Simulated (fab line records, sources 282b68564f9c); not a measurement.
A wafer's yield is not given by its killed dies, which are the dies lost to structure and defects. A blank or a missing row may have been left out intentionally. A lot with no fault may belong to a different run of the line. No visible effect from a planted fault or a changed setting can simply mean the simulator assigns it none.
Split-lot study || flow rit_cmos || 23 wafers read across 5 lots, on a route 202 steps long

## SPLIT DETAILS
At RIT_PRETRO_SOFTBAKE_02 (time 60 s), the setting temp_c was moved away from the recipe's 90 C on 5 of the 23 wafers read, by -3.8% to -1.4%. This setting was run at the recipe's value on the other wafers.

Between the split and the reading, the file records no step.

## THE READING
NOVOLAK_of_PRETRO_COAT_01.thk_nm (the simulator's own value, which no gauge read), in nm, at RIT_PRETRO_DEVELOP_05 (develop time 68 s). The file gives no usual value for it. Across the 18 wafers here that went through the recipe, the average is 1303 nm and the standard deviation 4.4 nm.

{"wafer": "L075.2", "tool, chamber at the split": "litho_track-03, 0", "temp_c as run, C": 90, "against the recipe": "recipe", "NOVOLAK_of_PRETRO_COAT_01.thk_nm, nm": 1306, "against lot-mates on the recipe": "-"}
{"wafer": "L075.3", "tool, chamber at the split": "litho_track-03, 0", "temp_c as run, C": 90, "against the recipe": "recipe", "NOVOLAK_of_PRETRO_COAT_01.thk_nm, nm": 1307, "against lot-mates on the recipe": "-"}
{"wafer": "L075.4", "tool, chamber at the split": "litho_track-03, 0", "temp_c as run, C": 90, "against the recipe": "recipe", "NOVOLAK_of_PRETRO_COAT_01.thk_nm, nm": 1308, "against lot-mates on the recipe": "-"}
{"wafer": "L075.5", "tool, chamber at the split": "litho_track-03, 0", "temp_c as run, C": 90, "against the recipe": "recipe", "NOVOLAK_of_PRETRO_COAT_01.thk_nm, nm": 1305, "against lot-mates on the recipe": "-"}
{"wafer": "L075.6", "tool, chamber at the split": "litho_track-03, 0", "temp_c as run, C": 90, "against the recipe": "recipe", "NOVOLAK_of_PRETRO_COAT_01.thk_nm, nm": 1304, "against lot-mates on the recipe": "-"}
{"wafer": "L076.1", "tool, chamber at the split": "litho_track-01, 0", "temp_c as run, C": 90, "against the recipe": "recipe", "NOVOLAK_of_PRETRO_COAT_01.thk_nm, nm": 1301, "against lot-mates on the recipe": "-"}
{"wafer": "L076.3", "tool, chamber at the split": "litho_track-01, 0", "temp_c as run, C": 90, "against the recipe": "recipe", "NOVOLAK_of_PRETRO_COAT_01.thk_nm, nm": 1294, "against lot-mates on the recipe": "-"}
{"wafer": "L076.4", "tool, chamber at the split": "litho_track-01, 0", "temp_c as run, C": 86.56, "against the recipe": "-3.8%", "NOVOLAK_of_PRETRO_COAT_01.thk_nm, nm": 1312, "against lot-mates on the recipe": "+15"}
{"wafer": "L076.6", "tool, chamber at the split": "litho_track-01, 0", "temp_c as run, C": 86.56, "against the recipe": "-3.8%", "NOVOLAK_of_PRETRO_COAT_01.thk_nm, nm": 1312, "against lot-mates on the recipe": "+15"}
{"wafer": "L076.5", "tool, chamber at the split": "litho_track-01, 0", "temp_c as run, C": 90, "against the recipe": "recipe", "NOVOLAK_of_PRETRO_COAT_01.thk_nm, nm": 1295, "against lot-mates on the recipe": "-"}
{"wafer": "L077.1", "tool, chamber at the split": "litho_track-03, 0", "temp_c as run, C": 90, "against the recipe": "recipe", "NOVOLAK_of_PRETRO_COAT_01.thk_nm, nm": 1303, "against lot-mates on the recipe": "-"}
{"wafer": "L077.4", "tool, chamber at the split": "litho_track-03, 0", "temp_c as run, C": 90, "against the recipe": "recipe", "NOVOLAK_of_PRETRO_COAT_01.thk_nm, nm": 1303, "against lot-mates on the recipe": "-"}
{"wafer": "L077.3", "tool, chamber at the split": "litho_track-03, 0", "temp_c as run, C": 90, "against the recipe": "recipe", "NOVOLAK_of_PRETRO_COAT_01.thk_nm, nm": 1305, "against lot-mates on the recipe": "-"}
{"wafer": "L077.5", "tool, chamber at the split": "litho_track-03, 0", "temp_c as run, C": 90, "against the recipe": "recipe", "NOVOLAK_of_PRETRO_COAT_01.thk_nm, nm": 1304, "against lot-mates on the recipe": "-"}
{"wafer": "L077.6", "tool, chamber at the split": "litho_track-03, 0", "temp_c as run, C": 90, "against the recipe": "recipe", "NOVOLAK_of_PRETRO_COAT_01.thk_nm, nm": 1308, "against lot-mates on the recipe": "-"}
{"wafer": "L078.1", "tool, chamber at the split": "litho_track-01, 0", "temp_c as run, C": 90, "against the recipe": "recipe", "NOVOLAK_of_PRETRO_COAT_01.thk_nm, nm": 1296, "against lot-mates on the recipe": "-"}
{"wafer": "L078.2", "tool, chamber at the split": "litho_track-01, 0", "temp_c as run, C": 88.71, "against the recipe": "-1.4%", "NOVOLAK_of_PRETRO_COAT_01.thk_nm, nm": 1302, "against lot-mates on the recipe": "+4"}
{"wafer": "L078.3", "tool, chamber at the split": "litho_track-01, 0", "temp_c as run, C": 88.71, "against the recipe": "-1.4%", "NOVOLAK_of_PRETRO_COAT_01.thk_nm, nm": 1301, "against lot-mates on the recipe": "+4"}
{"wafer": "L078.4", "tool, chamber at the split": "litho_track-01, 0", "temp_c as run, C": 88.71, "against the recipe": "-1.4%", "NOVOLAK_of_PRETRO_COAT_01.thk_nm, nm": 1301, "against lot-mates on the recipe": "+4"}
{"wafer": "L078.6", "tool, chamber at the split": "litho_track-01, 0", "temp_c as run, C": 90, "against the recipe": "recipe", "NOVOLAK_of_PRETRO_COAT_01.thk_nm, nm": 1299, "against lot-mates on the recipe": "-"}
{"wafer": "L079.4", "tool, chamber at the split": "litho_track-01, 0", "temp_c as run, C": 90, "against the recipe": "recipe", "NOVOLAK_of_PRETRO_COAT_01.thk_nm, nm": 1309, "against lot-mates on the recipe": "-"}
{"wafer": "L079.5", "tool, chamber at the split": "litho_track-01, 0", "temp_c as run, C": 90, "against the recipe": "recipe", "NOVOLAK_of_PRETRO_COAT_01.thk_nm, nm": 1303, "against lot-mates on the recipe": "-"}
{"wafer": "L079.6", "tool, chamber at the split": "litho_track-01, 0", "temp_c as run, C": 90, "against the recipe": "recipe", "NOVOLAK_of_PRETRO_COAT_01.thk_nm, nm": 1307, "against lot-mates on the recipe": "-"}

THE FIT
A straight line over all 23 wafers: NOVOLAK_of_PRETRO_COAT_01.thk_nm changes by -1.83 nm for each +1% of temp_c; r = -0.44; the points scatter about the line by 4.4 nm.
The same after taking each lot's own level away (the mean of its wafers on the recipe; 23 wafers): -3.83 nm for each +1%; r = -0.91; scatter 2.1 nm.
The reading moves by 15 nm for the largest change in temp_c, on that fit.
Across the lots, their own levels run from 1296.7 to 1306.3 nm, a range of 2.2 times the standard deviation given above.
So the lot-to-lot level blurs the effect unless lot-mates are compared.
Check: with one of the wafers moved furthest among these (-3.8%) left out of the fit, the line predicts +13.9 nm for it against its lot-mates. Against them it came out at +15.3 nm.

## ADDITIONAL SPLITS CARRIED BY THESE WAFERS
Note: prior to the reading, these wafers also went through further splits. Each is held against what the fit with the lots' levels taken away leaves over:
{"other split on the same wafers": "RIT_ACTIVE_OXIDATION_01 ox_time_s", "wafers away from the commonest value": 15, "r with NOVOLAK_of_PRETRO_COAT_01.thk_nm (lot level and that fit taken away)": "+0.19"}
{"other split on the same wafers": "RIT_ACTIVE_COAT_06 resist_thk_nm", "wafers away from the commonest value": 9, "r with NOVOLAK_of_PRETRO_COAT_01.thk_nm (lot level and that fit taken away)": -0.21}
{"other split on the same wafers": "RIT_ACTIVE_STRIP_14 pressure_mtorr", "wafers away from the commonest value": 10, "r with NOVOLAK_of_PRETRO_COAT_01.thk_nm (lot level and that fit taken away)": "+0.17"}
{"other split on the same wafers": "RIT_FOX2_WET_ETCH_03 time_s", "wafers away from the commonest value": 15, "r with NOVOLAK_of_PRETRO_COAT_01.thk_nm (lot level and that fit taken away)": "+0.21"}
{"other split on the same wafers": "RIT_NWELL_IMPLANT_08 energy_kev", "wafers away from the commonest value": 7, "r with NOVOLAK_of_PRETRO_COAT_01.thk_nm (lot level and that fit taken away)": "+0.26"}
{"other split on the same wafers": "RIT_NRETRO_COAT_01 spin_rpm", "wafers away from the commonest value": 10, "r with NOVOLAK_of_PRETRO_COAT_01.thk_nm (lot level and that fit taken away)": -0.20}
{"other split on the same wafers": "RIT_NRETRO_IMPLANT_08 energy_kev", "wafers away from the commonest value": 4, "r with NOVOLAK_of_PRETRO_COAT_01.thk_nm (lot level and that fit taken away)": -0.06}

## THE FILE'S OWN FIT
NOVOLAK_of_PRETRO_COAT_01.thk_nm changes by -3.92 nm for each +1% of temp_c, r = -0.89.
